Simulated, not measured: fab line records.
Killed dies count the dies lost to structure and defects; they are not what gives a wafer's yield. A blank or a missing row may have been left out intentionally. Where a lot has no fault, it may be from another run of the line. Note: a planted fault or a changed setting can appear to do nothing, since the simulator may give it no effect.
Tool commonality check | flow ritCmos | Sampled: 14 lots, 42 wafers

## REASON FOR OPENING
RIT_ACTIVE_THK_MEAS_02, reading ACTIVE_OXIDE_THK: flagged on 2 of 14 lots. Wafers without a fault read 46.5 nm, standard deviation 0.81.
Rule: flag the lot when none of its wafers has a number, or when each of its wafers that has one lies beyond 4 standard deviations from that mean. The other lots count as sound.

lot  | measured    | on           | ACTIVE_OXIDE_THK (nm), wafer by wafer | flag
L302 | day 1 17:21 | filmMetro-02 | 46.2 46.7 46.0                        | 
L303 | day 1 23:19 | filmMetro-01 | 46.2 46.4 46.5                        | 
L304 | day 2 03:17 | filmMetro-01 | 46.4 46.6 46.4                        | 
L306 | day 2 14:08 | filmMetro-01 | 45.8 46.2 45.7                        | 
L307 | day 2 18:04 | filmMetro-02 | 45.5 46.1 44.9                        | 
L309 | day 3 04:03 | filmMetro-01 | 47.0 47.9 47.1                        | 
L311 | day 3 14:03 | filmMetro-02 | 47.5 47.1 46.8                        | 
L312 | day 3 19:21 | filmMetro-01 | 45.4 45.5 45.0                        | 
L314 | day 4 05:20 | filmMetro-02 | 46.4 46.3 46.6                        | 
L316 | day 4 15:19 | filmMetro-04 | 46.6 45.8 46.4                        | 
L317 | day 4 20:17 | filmMetro-04 | 40.7 41.3 41.1                        | FLAGGED
L318 | day 5 01:03 | filmMetro-02 | 47.2 46.9 47.3                        | 
L319 | day 5 06:04 | filmMetro-04 | 39.8 40.1 39.7                        | FLAGGED
L321 | day 5 20:45 | filmMetro-02 | 47.8 47.6 48.0                        | 
On average the flagged lots' numbers are 40.5 nm, which is -6.0 nm against the usual, or -7 standard deviations.

## WHICH TOOL RAN EACH LOT
The record keeps 1 process step preceding the reading, out of 202 steps on the route. Read each cell as the tool, then ch plus the chambers that the sampled wafers visited, then the start.
lot  | flag    | RIT_ACTIVE_OXIDATION_01
L302 |         | furnace-04 ch 0, day 1 15:25
L303 |         | furnace-01 ch 0, day 1 21:22
L304 |         | furnace-04 ch 0, day 2 01:20
L306 |         | furnace-01 ch 0, day 2 12:11
L307 |         | furnace-03 ch 0, day 2 16:07
L309 |         | furnace-03 ch 0, day 3 02:07
L311 |         | furnace-03 ch 0, day 3 12:07
L312 |         | furnace-03 ch 0, day 3 17:25
L314 |         | furnace-01 ch 0, day 4 03:25
L316 |         | furnace-04 ch 0, day 4 13:22
L317 | FLAGGED | furnace-04 ch 0, day 4 18:22
L318 |         | furnace-01 ch 0, day 4 23:07
L319 | FLAGGED | furnace-04 ch 0, day 5 04:07
L321 |         | furnace-01 ch 0, day 5 18:49
These steps, and what they do:
- RIT_ACTIVE_OXIDATION_01: target thk 46.8 nm, ox time 3360 s.
- RIT_ACTIVE_THK_MEAS_02

## FLAGGED AGAINST TOTAL, ONE TOOL AT A TIME (gauges that did the reading follow at the end)
step                    | tool         | lots run | flagged | share of the flagged lots | sound lots run after its first flagged lot
RIT_ACTIVE_OXIDATION_01 | furnace-01   | 5        | 0       | none                      | -
RIT_ACTIVE_OXIDATION_01 | furnace-03   | 4        | 0       | none                      | -
RIT_ACTIVE_OXIDATION_01 | furnace-04   | 5        | 2       | all                       | 0
RIT_ACTIVE_THK_MEAS_02  | filmMetro-01 | 5        | 0       | none                      | -
RIT_ACTIVE_THK_MEAS_02  | filmMetro-02 | 6        | 0       | none                      | -
RIT_ACTIVE_THK_MEAS_02  | filmMetro-04 | 3        | 2       | all                       | 0

## WHAT THE TABLE ALLOWS
In 2 table rows, all flagged lots were run: furnace-04 (RIT_ACTIVE_OXIDATION_01), filmMetro-04 (RIT_ACTIVE_THK_MEAS_02).
- furnace-04 at RIT_ACTIVE_OXIDATION_01: 2 of its 5 lots flagged. Its last sound lot is L316 (day 4 13:22), its first flagged lot L317 (day 4 18:22): a fault that began between those two fits. Its own readings (spikeTcCentreC, spikeTcSourceC, tubeCenterTempC, tube_center_temp_C_max) fall more than 4 standard deviations out on all wafers of the flagged lots.
- filmMetro-04 at RIT_ACTIVE_THK_MEAS_02: 2 of its 3 lots flagged. Its last sound lot is L316 (day 4 15:19), its first flagged lot L317 (day 4 20:17): a fault that began between those two fits.
Because each of these 2 tools fits a fault that began at some hour, counting lots does not separate them. More lots, or a look at what each step does to the wafer, might.

## WHAT THE SIMULATOR HAD INSERTED
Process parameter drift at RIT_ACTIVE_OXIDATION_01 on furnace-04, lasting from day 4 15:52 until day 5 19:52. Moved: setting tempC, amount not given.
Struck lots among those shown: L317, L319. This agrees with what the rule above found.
